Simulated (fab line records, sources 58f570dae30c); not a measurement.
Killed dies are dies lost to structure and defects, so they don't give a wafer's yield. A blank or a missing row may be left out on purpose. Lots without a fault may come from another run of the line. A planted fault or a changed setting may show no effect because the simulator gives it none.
One fault seen from 2 desks | flow berkeley_cmos170 | each desk has only its own numbers; what lay behind them comes last

THE TOOL OWNER'S DESK: implanter-03
The tool's own readings at UCB170_PLDD_IMPLANT_09: means of the sampled wafers that have a number, for each lot that ran on this tool. A lot is out of limits, marked OUT, if its mean lies more than 4 standard deviations from the usual mean; the brackets give that distance.
Columns: A = beam_on_s at UCB170_PLDD_IMPLANT_09, usual 10.2 s; B = dose_ions_cm2 at UCB170_PLDD_IMPLANT_09, usual 5.001e+13
lot  | first seen here | A               | B
L353 | day 5 22:34     | 10.1            | 5.003e+13
L355 | day 7 00:29     | 10.2            | 4.997e+13
L356 | day 7 14:20     | 10.1            | 5.006e+13
L359 | day 8 00:08     | 9.9             | 4.996e+13
L363 | day 8 06:31     | 13.5 (+10) OUT  | 6.852e+13 (+99 or more) OUT
L365 | day 8 22:31     | 13.2 (+9.2) OUT | 6.852e+13 (+99 or more) OUT
This desk's finding: out of limits on L363, L365; first on L363, day 8 06:31 (beam_on_s at UCB170_PLDD_IMPLANT_09). In limits: L353, L355, L356, L359.

THE METROLOGY DESK
What the gauges read, lot by lot, whatever tool the lot ran on: means of the sampled wafers that have a number. A lot is out of limits, marked OUT, if its mean lies more than 4 standard deviations from the usual mean; the brackets give that distance.
Columns: A = PLDD_TW at UCB170_PLDD_TW_MEAS_11, usual 1016; B = cd_nm at UCB170_PSD_CD_MEAS_06, usual 1200.1 nm; C = PSD_OVL at UCB170_PSD_OVL_MEAS_07, usual 1 nm; D = PLDD_RS at UCB170_SDANNEAL_RS_MEAS_04, usual 1030.7 ohm/sq
lot  | first seen here | A               | B      | C   | D
L353 | day 5 22:49     | 1017            | 1199.8 | -1  | 1029.9
L354 | day 6 10:41     | 1016            | 1198.8 | 5   | 1032.3
L355 | day 7 00:41     | 1014            | 1199.1 | 1   | 1032.8
L356 | day 7 14:35     | 1023            | 1201.8 | 3   | 1032.6
L359 | day 8 00:23     | 1012            | 1198.0 | -1  | 1027.2
L363 | day 8 06:46     | 1071 (+9.1) OUT | 1200.6 | -10 | 899.0 (-60) OUT
L365 | day 8 22:46     | 1067 (+8.4) OUT | 1200.8 | 3   | 899.3 (-60) OUT
L366 | day 9 07:28     | 1013            | 1200.9 | -1  | 1031.6
L368 | day 9 07:42     | 1016            | 1200.4 | 9   | 1033.7
L372 | day 10 00:13    | 1032            | 1200.1 | 7   | 1028.5
L370 | day 10 00:37    | 1007            | 1200.5 | 14  | 1028.7
L369 | day 10 01:10    | 1008            | 1198.7 | -3  | 1032.1
L376 | day 10 20:38    | 1009            | 1199.0 | 3   | 1030.8
L375 | day 10 20:56    | 1010            | 1198.5 | -3  | 1032.8
This desk's finding: out of limits on L363, L365; first on L363, day 8 06:46 (PLDD_TW at UCB170_PLDD_TW_MEAS_11). In limits: L353, L354, L355, L356, L359, L366, L368, L372, L370, L369, L376, L375.

PUT TOGETHER
The tool owner's desk could have raised an alarm at day 8 06:31, on L363, L365.
The metrology desk could have raised an alarm at day 8 06:46, on L363, L365.
Of the lots named, all ran UCB170_PLDD_IMPLANT_09 on implanter-03.

WHAT THE SIMULATOR HAD PUT IN
Process parameter drift: implanter-03, from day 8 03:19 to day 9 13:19, at UCB170_PLDD_IMPLANT_09. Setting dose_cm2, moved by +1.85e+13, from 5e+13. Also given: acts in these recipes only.
Lots struck among those shown: L363, L365.
Hours from the fault's start to each desk's first reading out of limits: the tool owner's desk, 3; the metrology desk, 3.
